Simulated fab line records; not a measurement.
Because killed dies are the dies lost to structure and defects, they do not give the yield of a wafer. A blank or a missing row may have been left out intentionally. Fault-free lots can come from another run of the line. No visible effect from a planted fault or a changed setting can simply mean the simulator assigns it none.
The tool behind it: which one? || flow rit-cmos || 45 wafers from 15 lots sampled at 2 of the route's 202 steps

WHAT THE GAUGES SHOWED, per wafer
RIT_CONTACT_CD_MEAS_90 targets a cd of 1000 nm.
{"lot": "L799", "measured": "day 3 05:08", "on": "cd-sem-02", "cd-nm (nm)": "1001.4 1001.1 998.9"}
{"lot": "L800", "measured": "day 3 14:20", "on": "cd-sem-01", "cd-nm (nm)": "998.9 996.6 999.2"}
{"lot": "L801", "measured": "day 3 19:10", "on": "cd-sem-01", "cd-nm (nm)": "999.6 999.2 997.2"}
{"lot": "L803", "measured": "day 4 02:19", "on": "cd-sem-02", "cd-nm (nm)": "999.5 1001.9 998.0"}
{"lot": "L804", "measured": "day 4 10:08", "on": "cd-sem-02", "cd-nm (nm)": "995.3 993.2 996.2"}
{"lot": "L805", "measured": "day 4 14:50", "on": "cd-sem-02", "cd-nm (nm)": "1000.3 999.4 1001.7"}
{"lot": "L806", "measured": "day 4 16:58", "on": "cd-sem-02", "cd-nm (nm)": "998.8 1000.0 997.7"}
{"lot": "L807", "measured": "day 4 22:03", "on": "cd-sem-02", "cd-nm (nm)": "998.1 998.8 998.3"}
{"lot": "L810", "measured": "day 5 12:08", "on": "cd-sem-02", "cd-nm (nm)": "996.1 995.9 993.6"}
{"lot": "L812", "measured": "day 5 22:25", "on": "cd-sem-01", "cd-nm (nm)": "996.7 998.1 997.3"}
{"lot": "L816", "measured": "day 6 17:55", "on": "cd-sem-02", "cd-nm (nm)": "1000.6 997.8 999.2"}
{"lot": "L817", "measured": "day 6 21:52", "on": "cd-sem-02", "cd-nm (nm)": "- - -"}
{"lot": "L818", "measured": "day 7 04:49", "on": "cd-sem-02", "cd-nm (nm)": "- - -"}
{"lot": "L819", "measured": "day 7 09:30", "on": "cd-sem-02", "cd-nm (nm)": "- - -"}
{"lot": "L822", "measured": "day 8 00:15", "on": "cd-sem-02", "cd-nm (nm)": "997.3 998.6 999.6"}

TOOL THAT RAN EACH LOT (tool first, then ch and the chambers of the sampled wafers, then the start)
{"lot": "L799", "RIT_CONTACT_ETCH_11": "rie-diel-01 ch 0,3, day 3 04:46"}
{"lot": "L800", "RIT_CONTACT_ETCH_11": "rie-diel-02 ch 0,1,2, day 3 13:57"}
{"lot": "L801", "RIT_CONTACT_ETCH_11": "rie-diel-01 ch 1,2, day 3 18:46"}
{"lot": "L803", "RIT_CONTACT_ETCH_11": "rie-diel-03 ch 0,1,3, day 4 01:57"}
{"lot": "L804", "RIT_CONTACT_ETCH_11": "rie-diel-01 ch 1,2, day 4 09:46"}
{"lot": "L805", "RIT_CONTACT_ETCH_11": "rie-diel-02 ch 0,2,3, day 4 14:28"}
{"lot": "L806", "RIT_CONTACT_ETCH_11": "rie-diel-03 ch 2,3, day 4 16:35"}
{"lot": "L807", "RIT_CONTACT_ETCH_11": "rie-diel-02 ch 0,1,2, day 4 21:41"}
{"lot": "L810", "RIT_CONTACT_ETCH_11": "rie-diel-02 ch 0,1,2, day 5 11:46"}
{"lot": "L812", "RIT_CONTACT_ETCH_11": "rie-diel-02 ch 2,3, day 5 22:02"}
{"lot": "L816", "RIT_CONTACT_ETCH_11": "rie-diel-02 ch 0,3, day 6 17:32"}
{"lot": "L817", "RIT_CONTACT_ETCH_11": "rie-diel-01 ch 0,2,3, day 6 21:29"}
{"lot": "L818", "RIT_CONTACT_ETCH_11": "rie-diel-02 ch 0,1,2, day 7 04:27"}
{"lot": "L819", "RIT_CONTACT_ETCH_11": "rie-diel-02 ch 1,2,3, day 7 09:05"}
{"lot": "L822", "RIT_CONTACT_ETCH_11": "rie-diel-03 ch 0,2,3, day 7 23:53"}
- RIT_CONTACT_ETCH_11: etches SiO2 in CHF3/CF4/Ar, stops on TiSi2, target depth 480 nm, time 320 s.

WHAT THE TOOLS THEMSELVES READ (means of the sampled wafers that have a number; where no wafer has one, the mark that the record gives instead)
RIT_CONTACT_ETCH_11.
{"lot": "L799", "tool": "rie-diel-01", "CHF3_flow_sccm (sccm)": 50.07, "O2_flow_sccm (sccm)": 5.003, "drypump-motor-current-A (A)": 6.0, "oes-product-au (a.u.)": 0.984, "throttle-valve-pct (%)": 8.74}
{"lot": "L800", "tool": "rie-diel-02", "CHF3_flow_sccm (sccm)": 50.04, "O2_flow_sccm (sccm)": 4.998, "drypump-motor-current-A (A)": 5.6, "oes-product-au (a.u.)": 0.994, "throttle-valve-pct (%)": 8.80}
{"lot": "L801", "tool": "rie-diel-01", "CHF3_flow_sccm (sccm)": 50.05, "O2_flow_sccm (sccm)": 5.005, "drypump-motor-current-A (A)": 6.0, "oes-product-au (a.u.)": 0.999, "throttle-valve-pct (%)": 8.87}
{"lot": "L803", "tool": "rie-diel-03", "CHF3_flow_sccm (sccm)": 50.04, "O2_flow_sccm (sccm)": 4.997, "drypump-motor-current-A (A)": 5.6, "oes-product-au (a.u.)": 0.972, "throttle-valve-pct (%)": 8.81}
{"lot": "L804", "tool": "rie-diel-01", "CHF3_flow_sccm (sccm)": 49.96, "O2_flow_sccm (sccm)": 4.993, "drypump-motor-current-A (A)": 6.0, "oes-product-au (a.u.)": 1.005, "throttle-valve-pct (%)": 8.85}
{"lot": "L805", "tool": "rie-diel-02", "CHF3_flow_sccm (sccm)": 50.02, "O2_flow_sccm (sccm)": 4.995, "drypump-motor-current-A (A)": 5.3, "oes-product-au (a.u.)": 0.993, "throttle-valve-pct (%)": 8.90}
{"lot": "L806", "tool": "rie-diel-03", "CHF3_flow_sccm (sccm)": 49.97, "O2_flow_sccm (sccm)": 5.005, "drypump-motor-current-A (A)": 6.1, "oes-product-au (a.u.)": 0.983, "throttle-valve-pct (%)": 8.97}
{"lot": "L807", "tool": "rie-diel-02", "CHF3_flow_sccm (sccm)": 49.83, "O2_flow_sccm (sccm)": 4.998, "drypump-motor-current-A (A)": 5.6, "oes-product-au (a.u.)": 0.992, "throttle-valve-pct (%)": 8.80}
{"lot": "L810", "tool": "rie-diel-02", "CHF3_flow_sccm (sccm)": 50.05, "O2_flow_sccm (sccm)": 5.003, "drypump-motor-current-A (A)": 5.6, "oes-product-au (a.u.)": 0.985, "throttle-valve-pct (%)": 8.81}
{"lot": "L812", "tool": "rie-diel-02", "CHF3_flow_sccm (sccm)": 50.02, "O2_flow_sccm (sccm)": 5.016, "drypump-motor-current-A (A)": 5.5, "oes-product-au (a.u.)": 0.983, "throttle-valve-pct (%)": 8.96}
{"lot": "L816", "tool": "rie-diel-02", "CHF3_flow_sccm (sccm)": 50.10, "O2_flow_sccm (sccm)": 4.991, "drypump-motor-current-A (A)": 5.4, "oes-product-au (a.u.)": 0.994, "throttle-valve-pct (%)": 8.90}
{"lot": "L817", "tool": "rie-diel-01", "CHF3_flow_sccm (sccm)": "-", "O2_flow_sccm (sccm)": "-", "drypump-motor-current-A (A)": "-", "oes-product-au (a.u.)": "-", "throttle-valve-pct (%)": "-"}
{"lot": "L818", "tool": "rie-diel-02", "CHF3_flow_sccm (sccm)": "-", "O2_flow_sccm (sccm)": "-", "drypump-motor-current-A (A)": "-", "oes-product-au (a.u.)": "-", "throttle-valve-pct (%)": "-"}
{"lot": "L819", "tool": "rie-diel-02", "CHF3_flow_sccm (sccm)": "-", "O2_flow_sccm (sccm)": "-", "drypump-motor-current-A (A)": "-", "oes-product-au (a.u.)": "-", "throttle-valve-pct (%)": "-"}
{"lot": "L822", "tool": "rie-diel-03", "CHF3_flow_sccm (sccm)": 50.10, "O2_flow_sccm (sccm)": 5.028, "drypump-motor-current-A (A)": 5.9, "oes-product-au (a.u.)": 0.988, "throttle-valve-pct (%)": 8.90}

THE ANSWER, worked out from the rows above alone
Rule: what is usual is taken from the lots themselves. Put in order of their means at a reading, lots are off if they are a third of the lots or fewer, leave a main group of 4 or more, and stand apart from it by a gap of 3 or more times the standard deviation of the main group's means; of several such gaps the widest counts. If all means in a main group match to the digits the tables above print for the reading, that group is not used. A lot without any number at a reading at which 4 lots or more have one is off too. All remaining lots with rows at the step are treated as sound. After the gauges, taken in route order, come the tools' own readings; for these a lot's mean is taken, as printed above. At the first step where some lot is off, the reading lying furthest off is the one used; lots without a number count as furthest.
Off at RIT_CONTACT_CD_MEAS_90 (cd-nm): L817, L818, L819. Without a number there: L817, L818, L819. The main group has a mean of 998.3 nm with a standard deviation of 1.7.
A tool fits if, at a process step before that reading, it ran every lot that is off, and no sound lot after the first of them. Not tried: the gauges at RIT_CONTACT_CD_MEAS_90; whatever is off there is also off at RIT_CONTACT_ETCH_11, on other tools, and gauge error can't account for it. No candidate that was tried fits.

WHAT THE SIMULATOR HAD PUT IN
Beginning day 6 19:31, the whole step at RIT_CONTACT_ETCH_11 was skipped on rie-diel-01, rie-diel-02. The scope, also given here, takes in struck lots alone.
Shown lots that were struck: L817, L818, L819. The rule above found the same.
